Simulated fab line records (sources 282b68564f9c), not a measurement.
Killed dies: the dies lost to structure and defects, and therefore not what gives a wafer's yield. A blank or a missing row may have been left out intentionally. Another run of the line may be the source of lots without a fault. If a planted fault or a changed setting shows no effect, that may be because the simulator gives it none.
A struck lot beside a sound one | flow rit cmos | 20 out of 202 route steps
Sound: these wafers, L713.1, L713.3, L713.6. Wafers struck: L721.1, L721.3, L721.6. Last of all comes the cause.
For every step that has rows: the tool of each side, followed by ch and its chambers, followed by its first start. Under that, the readings that differ: sound wafers | struck wafers | difference of the means | sigmas: that difference in standard deviations of wafers without a fault.
alike: same words and numbers on both sides, and readings whose means sit less than 2 such deviations apart. not compared: any withheld reading, any reading some wafer has no value for, any bound like >300 that may hide the same value, and any number with overlapping values for which the record gives no deviation.
The two part at a step that has a row with sigmas, a row that says differs or no value, or rows on one side only. Numbers that have no deviation but don't overlap get no sigmas and don't part them. Lack of a reading on every wafer of one side parts them only where that side has two or more wafers.

first, 4 steps without rows for these wafers: RIT_ACTIVE_SOFTBAKE_07 (time 60 s); RIT_ACTIVE_EXPOSE_08 (exposes mask M1, target cd 1400 nm); RIT_ACTIVE_PEB_09; RIT_ACTIVE_DEVELOP_10 (develop time 49.27 s).
RIT_ACTIVE_CD_MEAS_11: target cd 1400 nm.
  sound on cd sem-02, day 4 07:34; struck on cd sem-02, day 6 00:52
  alike: cd nm
then, 1 step without rows for these wafers: RIT_ACTIVE_HARDBAKE_12 (time 60 s).
RIT_ACTIVE_ETCH_13: etches Si3N4 in SF6, stops on SiO2, time 210 s, target depth 210 nm.
  sound on rie diel-04 ch 2,3, day 4 07:50; struck on rie diel-04 ch 0,2,3, day 6 01:08
  alike: drypump motor current A, oes product au, throttle valve pct
  not compared: rf hours counter h
RIT_ACTIVE_STRIP_14: strips in O2, time 180 s.
  sound on plasma asher-01 ch 1, day 4 07:58; struck on plasma asher-04 ch 0,1, day 6 01:16
  alike: drypump motor current A, o2 flow sccm
  not compared: rf hours counter h
RIT_ACTIVE_CD_MEAS_90: target cd 1400 nm.
  sound on cd sem-01, day 4 08:08; struck on cd sem-02, day 6 01:27
  alike: cd nm
then, 3 steps without rows for these wafers: RIT_ACTIVE_CLEAN_15 (cleans in SC1, time 600 s); RIT_ACTIVE_CLEAN_16 (cleans in dHF, time 30 s); RIT_ACTIVE_CLEAN_17 (cleans in SC2, time 600 s).
RIT_FOX1_OXIDATION_00: target thk 350.7 nm, ox time 1130 s.
  sound on furnace-04 ch 0, day 4 08:39; struck on furnace-01 ch 0, day 6 07:35
  reading             | sound                | struck               | difference | sigmas
  spike tc load C (C) | 1129.1 1129.6 1131.0 | 1125.7 1124.5 1123.6 | -5.3       | -2
  alike: zone power source pct
RIT_FOX1_THK_MEAS_01:
  sound on film metro-03, day 4 09:58; struck on film metro-04, day 6 08:54
  reading             | sound       | struck      | difference | sigmas
  FOX1_OXIDE_THK (nm) | 339 348 349 | 523 519 515 | +174       | +29
RIT_FOX1_WET_ETCH_02: etches SiO2 in BOE, target depth 350 nm, time 390 s.
  sound on wet bench-02 ch 2, day 4 10:01; struck on wet bench-04 ch 1, day 6 08:58
  alike: temp c
  not compared: model.Si3N4_of_ACTIVE_CVD_03.thk nm
then, 1 step without rows for these wafers: RIT_FOX2_OXIDATION_00 (target thk 350.7 nm, ox time 1130 s).
RIT_FOX2_THK_MEAS_01:
  sound on film metro-01, day 4 11:27; struck on film metro-01, day 6 10:50
  alike: FOX2_OXIDE_THK
RIT_FOX2_CLEAN_02: cleans in dHF, time 180 s.
  sound on wet bench-04 ch 2, day 4 11:31; struck on wet bench-03 ch 2, day 6 10:54
  not compared: model.Si3N4_of_ACTIVE_CVD_03.thk nm
then, 1 step without rows for these wafers: RIT_FOX2_WET_ETCH_03 (etches Si3N4 in H3PO4, target depth 195 nm, time 2700 s).
RIT_M1_PROBE_99:
  the record has rows for the struck wafers here (prober-02, day 8 05:04) and none for the sound ones

## WHERE THEY PART
At RIT_FOX1_OXIDATION_00 first; at RIT_M1_PROBE_99 last (within this record only).

WHY: whatever the simulator had introduced
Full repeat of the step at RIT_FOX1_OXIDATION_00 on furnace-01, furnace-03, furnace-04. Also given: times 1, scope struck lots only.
